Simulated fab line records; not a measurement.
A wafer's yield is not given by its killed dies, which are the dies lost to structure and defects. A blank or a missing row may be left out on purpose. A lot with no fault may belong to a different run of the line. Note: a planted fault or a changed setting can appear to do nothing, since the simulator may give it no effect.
Code-filled problem report in 8D (eight disciplines) form || flow berkeleyCmos170 || the parts of the form that need people (team, actions taken, sign-off) are left out

== 1. WHAT WENT WRONG ==
Wafers free of any fault read 0.0322 ohm/sq (standard deviation 0.00033) for M3_AL_RS at UCB170_M3_RS_MEAS_02, against a mean of 0.0192 ohm/sq on 2 wafers of 2 lots. That puts it -40 standard deviations away from the usual mean.
The step: measures by four-point-probe.
First seen on wafer L294.1, day 11 02:08, on filmMetro-01. Wafers with a number at this step in the record: 42, from 14 lots. Rule for "out" (also "out of limits"): further than 4 standard deviations from the usual mean. All remaining wafers that have a number are taken as sound.

== 2. WHAT IT IS, WHAT IT ISN'T ==
{"question": "which readings at this step", "is": "M3_AL_RS", "is not": "-"}
{"question": "which lots", "is": "L294, L296", "is not": "L280, L282, L283, L285, L287, L288, L289, L292, L293, L297, L298, L299"}
{"question": "which wafers of those lots", "is": "L294.1, L296.6", "is not": "L294.5, L294.6, L296.1, L296.5"}
{"question": "read on which gauges", "is": "filmMetro-01, filmMetro-03", "is not": "filmMetro-04"}
{"question": "when", "is": "from day 11 02:08", "is not": "up to then (29 sound wafers); but 11 sound wafers of L296, L297, L298, L299 came after"}

== 3. WHAT RULES OUT EACH SUSPECT ==
Counting: if a tool at a process step up to the reading ran every lot that is out, it stays a suspect. Sound lots after the first of them don't rule it out here, since some wafers of a struck lot are sound.
- ruled out: the gauge at UCB170_M3_RS_MEAS_02. Those wafers that are out were read across 2 gauges (filmMetro-01, filmMetro-03).
- rieDiel-04 at UCB170_CONTACT_ETCH_17 (etches BARC in N2/H2): kept. Ran every lot that is out, first one L294 (day 10 09:03); last sound lot up to then L293 (day 9 23:44).
- plasmaAsher-01 at UCB170_CONTACT_STRIP_19 (strips in O2): kept. It ran every lot that is out, first L294 (day 10 09:13).
- pvdSputter-03 at UCB170_M3_SPUTTER_01 (material Al, target thk 900 nm, time 120 s): kept. Ran every lot that is out, first one L294 (day 11 02:03); last sound lot up to then L293 (day 10 16:14).
rieDiel-04 at UCB170_CONTACT_ETCH_17, plasmaAsher-01 at UCB170_CONTACT_STRIP_19 and pvdSputter-03 at UCB170_M3_SPUTTER_01 are what is left after counting.

== 4. THE CAUSE (what the simulator had put in) ==
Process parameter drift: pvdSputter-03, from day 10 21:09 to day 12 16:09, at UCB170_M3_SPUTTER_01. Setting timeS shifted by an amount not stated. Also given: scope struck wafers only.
3 suspects survive the count, and this tool is in that group.

== 5. THE CHAIN OF EFFECTS, in route order ==
Each row: a reading whose mean over the struck wafers that have a number lies more than 3 standard deviations from the usual. Readings are gone through only where the record gives a usual standard deviation; hours: the median, over the lots, of the time from a lot's start at the first step in this table giving one to that lot's start at this step; sigmas: the change measured in usual standard deviations.
{"hours": 0, "step": "UCB170_M3_RS_MEAS_02", "reading": "M3_AL_RS", "usual": "0.0322 ohm/sq", "on struck wafers": 0.0192, "change": -0.0130, "sigmas": -40}
{"hours": 0, "step": "UCB170_M3_THK_MEAS_03", "reading": "M3_AL_THK", "usual": "897 nm", "on struck wafers": 1503, "change": "+606", "sigmas": "+61"}
{"hours": 3, "step": "UCB170_M3_METAL_ETCH_18", "reading": "oesProductAu", "usual": "0.854 a.u.", "on struck wafers": 1.014, "change": "+0.160", "sigmas": "+10"}
Process steps it contains:
- UCB170_M3_METAL_ETCH_18: etches Al in Cl2/BCl3, stops on SiO2, target depth 1170 nm, time 195 s.
Later measuring or inspecting steps at which every struck wafer that the step has a row for has a number for every such reading, and none has moved that far: UCB170_M3_CD_MEAS_15.

== 6. WHAT WOULD HAVE CAUGHT IT SOONER ==
5 hours passed between the start of the fault at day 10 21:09 and the first reading out of limits at a measuring or inspecting step in this record, taken at day 11 02:08.
Of the tool readings at UCB170_M3_SPUTTER_01 for which the record gives a usual standard deviation, none was out on any struck wafer, so an alarm limit of 4 standard deviations on them would not have fired.
Lots out: 2; of these, L296 started UCB170_M3_SPUTTER_01 on pvdSputter-03 after day 11 02:08. It would have been spared by a hold on the tool at that moment.
